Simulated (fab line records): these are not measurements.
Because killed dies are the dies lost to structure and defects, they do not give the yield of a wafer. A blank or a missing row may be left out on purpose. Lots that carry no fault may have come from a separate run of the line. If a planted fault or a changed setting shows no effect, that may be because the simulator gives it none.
One fault through the eyes of 2 desks -- flow rit cmos -- only its own numbers are on each desk; what lay behind them is given at the end

FROM THE METROLOGY DESK
Means of the sampled wafers that have a number, per lot and without regard to the tool the lot ran on: this is what the gauges read. The brackets show how far a lot's mean lies from the usual mean; more than 4 standard deviations puts the lot out of limits, marked OUT.
Columns: A = NRETRO_TW at RIT_NRETRO_TW_MEAS_10, usual 1049
lot,first seen here,A
L428,day 2 12:19,1049
L429,day 2 21:31,1055
L430,day 3 03:55,1048
L433,day 3 13:56,1043
L434,day 3 17:41,30 (-99 or more) OUT
L435,day 3 22:56,1056
L440,day 4 22:59,1052
L444,day 5 18:50,1050
L445,day 5 23:48,1045
L446,day 6 06:01,1041
L447,day 6 09:40,1062
L449,day 6 19:38,1048
L450,day 7 00:43,1051
This desk reports L434 out of limits; the earliest was L434 at day 3 17:41 (NRETRO_TW at RIT_NRETRO_TW_MEAS_10). In limits: L428, L429, L430, L433, L435, L440, L444, L445, L446, L447, L449, L450.

FOR THE TOOL OWNER'S DESK: plasma asher-01
The tool's own readings at RIT_NWELL_STRIP_09 (strips in O2, time 180 s): means of the sampled wafers that have a number, for each lot that ran on this tool. The brackets show how far a lot's mean lies from the usual mean; more than 4 standard deviations puts the lot out of limits, marked OUT.
Columns: A = drypump motor current A at RIT_NWELL_STRIP_09, usual 6.0 A; B = o2 flow sccm at RIT_NWELL_STRIP_09, usual 4000 sccm; C = run length s at RIT_NWELL_STRIP_09, usual 208.6 s
lot,first seen here,A,B,C
L430,day 2 17:04,6.4,3998,208.6
L434,day 3 09:02,6.4,3995,72.3 (-99 or more) OUT
L450,day 6 15:44,6.2,4012,208.4
This desk finds L434 out of limits, L434 being first, at day 3 09:02 (run length s at RIT_NWELL_STRIP_09). In limits: L430, L450.

BROUGHT TOGETHER
The tool owner's desk could have raised an alarm at day 3 09:02, on L434.
At day 3 17:41 the metrology desk could have sounded an alarm, on L434.
RIT_NWELL_STRIP_09 was run on plasma asher-01 by each of the lots named.

WHAT THE SIMULATOR PUT IN
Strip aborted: plasma asher-01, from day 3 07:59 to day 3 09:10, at RIT_NWELL_STRIP_09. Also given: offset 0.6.
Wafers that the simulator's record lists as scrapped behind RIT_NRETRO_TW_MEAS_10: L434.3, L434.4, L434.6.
Struck lots among those shown: L434.
Delay (hours) between the fault's onset and each desk's first out-of-limits reading: 1 at the tool owner's desk, 10 at the metrology desk.
